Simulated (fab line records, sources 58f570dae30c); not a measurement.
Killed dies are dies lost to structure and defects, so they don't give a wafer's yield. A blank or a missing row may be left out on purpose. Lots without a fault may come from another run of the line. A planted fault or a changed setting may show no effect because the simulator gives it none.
Which tool did it? | flow berkeley_cmos170 | 7 lots, 21 wafers sampled, at 1 step of a route of 331

WHAT THE GAUGES READ, wafer by wafer
UCB170_START_BOW_MEAS_00.
lot  | measured    | on            | INCOMING_BOW (um)
L665 | day 1 15:01 | film_metro-03 | -1 3 3
L668 | day 2 06:02 | film_metro-03 | -7 8 3
L671 | day 2 21:00 | film_metro-01 | -9 2 -9
L673 | day 3 07:02 | film_metro-03 | 6 -4 -1
L675 | day 3 17:00 | film_metro-01 | 3 -10 -16
L685 | day 5 19:01 | film_metro-01 | -11 3 -8
L687 | day 6 05:02 | film_metro-04 | -11 0 -1

WHICH TOOL RAN EACH LOT (tool, then ch and the chambers of the sampled wafers, then the start)
The record holds no process step before these readings.

THE ANSWER, worked out from the rows above alone
Rule: what is usual is taken from the lots themselves. Put in order of their means at a reading, lots are off if they are a third of the lots or fewer, leave a main group of 4 or more, and stand apart from it by a gap of 3 or more times the standard deviation of the main group's means; of several such gaps the widest counts. A main group whose means are all the same, to the digits that the tables above print for the reading, isn't used. A lot without any number at a reading at which 4 lots or more have one is off too. The other lots that the step has rows for count as sound.
No lot is off at any reading shown: from this, nothing can be told.

WHAT THE SIMULATOR HAD PUT IN
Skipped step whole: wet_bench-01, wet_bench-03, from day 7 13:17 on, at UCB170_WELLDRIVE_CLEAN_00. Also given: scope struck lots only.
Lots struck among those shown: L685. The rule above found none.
